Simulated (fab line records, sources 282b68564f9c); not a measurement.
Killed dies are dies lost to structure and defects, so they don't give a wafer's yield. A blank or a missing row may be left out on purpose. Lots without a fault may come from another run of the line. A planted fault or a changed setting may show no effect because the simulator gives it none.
A struck lot beside a sound one | flow rit_cmos | 32 steps out of a route of 202
Sound: wafers L645.3, L645.4, L645.6. Struck: wafers L648.1, L648.3, L648.5. The cause comes at the end.
At each step with rows: each side's tool, then ch and its chambers, then its first start. Under that, the readings that differ: sound wafers | struck wafers | difference of the means | sigmas: that difference in standard deviations of wafers without a fault.
alike: readings whose means differ by less than 2 such deviations, and words and numbers that are the same on both sides. not compared: withheld readings, readings that some wafer has no value for, bounds like >300 that may hide the same value, and numbers for which the record gives no deviation and whose values overlap.
The two part at a step that has a row with sigmas, a row that says differs or no value, or rows on one side only. Numbers that don't overlap but have no deviation are shown without sigmas and don't part them. A reading that every wafer of one side lacks parts them only if that side has two wafers or more.

first, 2 steps without rows for these wafers: RIT_SPACER_CLEAN_02 (cleans in SC2, time 600 s); RIT_SPACER_CVD_03 (deposits Si3N4 from SiH2Cl2/NH3, target thk 250 nm, time 3300 s).
RIT_SPACER_THK_MEAS_04:
  sound on film_metro-01, day 4 05:35; struck on film_metro-04, day 4 21:02
  reading                 | sound             | struck            | difference | sigmas
  SPACER_NITRIDE_THK (nm) | 247.9 244.4 247.8 | 255.1 251.3 251.6 | +6.0       | +2
RIT_SPACER_ETCHBACK_05: etches Si3N4 in SF6/CHF3, stops on SiO2, target depth 250 nm, time 240 s.
  sound on rie_diel-02 ch 2,3, day 4 05:38; struck on rie_diel-01 ch 1,3, day 4 21:05
  reading               | sound             | struck            | difference | sigmas
  oes_product_au (a.u.) | 0.816 0.824 0.819 | 0.852 0.844 0.838 | +0.025     | +2
  alike: CHF3_flow_sccm, drypump_motor_current_A, throttle_valve_pct
  not compared: rf_hours_counter_h
then, 6 steps without rows for these wafers: RIT_NSD_HMDS_00 (prime time 60 s); RIT_NSD_COAT_01 (resist thk 1000 nm); RIT_NSD_SOFTBAKE_02 (time 60 s); RIT_NSD_EXPOSE_03 (exposes mask M9, target cd 40700 nm); RIT_NSD_PEB_04; RIT_NSD_DEVELOP_05 (develop time 50 s).
RIT_NSD_OVL_MEAS_06:
  sound on overlay-01, day 4 06:43; struck on overlay-02, day 4 22:23
  alike: NSD_OVL
then, 1 step without rows for these wafers: RIT_NSD_HARDBAKE_07 (time 60 s).
RIT_NSD_IMPLANT_08:
  sound on implanter-04 ch 0, day 4 06:56; struck on implanter-04 ch 0, day 4 22:34
  reading            | sound                         | struck                        | difference | sigmas
  dose_ions_cm2      | 9.999e+14 9.998e+14 9.996e+14 | 6.703e+14 6.716e+14 6.701e+14 | -3.291e+14 | -99 or more
  faraday_current_uA | 3093 3141 3017                | 2110 2050 2164                | -976       | -16
  alike: beam_energy_keV, end_station_pressure_torr
RIT_NSD_STRIP_09: strips in O2, time 180 s.
  sound on plasma_asher-02 ch 0,1, day 4 07:06; struck on plasma_asher-02 ch 0,1, day 4 22:43
  alike: drypump_motor_current_A
  not compared: rf_hours_counter_h
RIT_NSD_TW_MEAS_10:
  sound on film_metro-04, day 4 07:14; struck on film_metro-02, day 4 23:07
  reading | sound          | struck         | difference | sigmas
  NSD_TW  | 3127 3127 3114 | 2800 2799 2806 | -321       | -11
  not compared: hold
then, 5 steps without rows for these wafers: RIT_PSD_COAT_01 (resist thk 1000 nm); RIT_PSD_SOFTBAKE_02 (time 60 s); RIT_PSD_EXPOSE_03 (exposes mask M10, target cd 40900 nm); RIT_PSD_PEB_04; RIT_PSD_DEVELOP_05 (develop time 50 s).
RIT_PSD_OVL_MEAS_06:
  sound on overlay-01, day 4 08:16; struck on overlay-02, day 5 02:01
  alike: PSD_OVL
then, 2 steps without rows for these wafers: RIT_PSD_HARDBAKE_07 (time 60 s); RIT_PSD_IMPLANT_08.
RIT_PSD_STRIP_09: strips in O2, time 180 s.
  sound on plasma_asher-04 ch 0,1, day 4 08:39; struck on plasma_asher-04 ch 0,1, day 5 02:21
  alike: drypump_motor_current_A
  not compared: rf_hours_counter_h
RIT_PSD_TW_MEAS_10:
  sound on film_metro-04, day 4 08:47; struck on film_metro-01, day 5 02:31
  alike: PSD_TW
then, 3 steps without rows for these wafers: RIT_SDANNEAL_CLEAN_00 (cleans in SC1, time 600 s); RIT_SDANNEAL_CLEAN_01 (cleans in dHF, time 30 s); RIT_SDANNEAL_CLEAN_02 (cleans in SC2, time 600 s).
RIT_SDANNEAL_RTA_03: time 5 s.
  sound on rtp_anneal-02 ch 0, day 4 09:13; struck on rtp_anneal-01 ch 0, day 5 03:45
  alike: wafer_temp_C_max
RIT_SDANNEAL_RS_MEAS_04: measures by four-point-probe.
  sound on film_metro-04, day 4 09:17; struck on film_metro-02, day 5 03:48
  alike: PSD_RS
RIT_SDANNEAL_RS_MEAS_05: measures by four-point-probe.
  sound on film_metro-04, day 4 09:25; struck on film_metro-02, day 5 04:13
  reading         | sound          | struck            | difference | sigmas
  NSD_RS (ohm/sq) | 84.5 84.3 84.5 | 116.7 116.9 117.5 | +32.6      | +99 or more
  not compared: hold
RIT_M1_PROBE_99:
  the record has rows for the sound wafers here (prober-02, day 4 16:46) and none for the struck ones

WHERE THEY PART
First at RIT_SPACER_THK_MEAS_04; last, within this record, at RIT_M1_PROBE_99.

WHY: what the simulator had put in
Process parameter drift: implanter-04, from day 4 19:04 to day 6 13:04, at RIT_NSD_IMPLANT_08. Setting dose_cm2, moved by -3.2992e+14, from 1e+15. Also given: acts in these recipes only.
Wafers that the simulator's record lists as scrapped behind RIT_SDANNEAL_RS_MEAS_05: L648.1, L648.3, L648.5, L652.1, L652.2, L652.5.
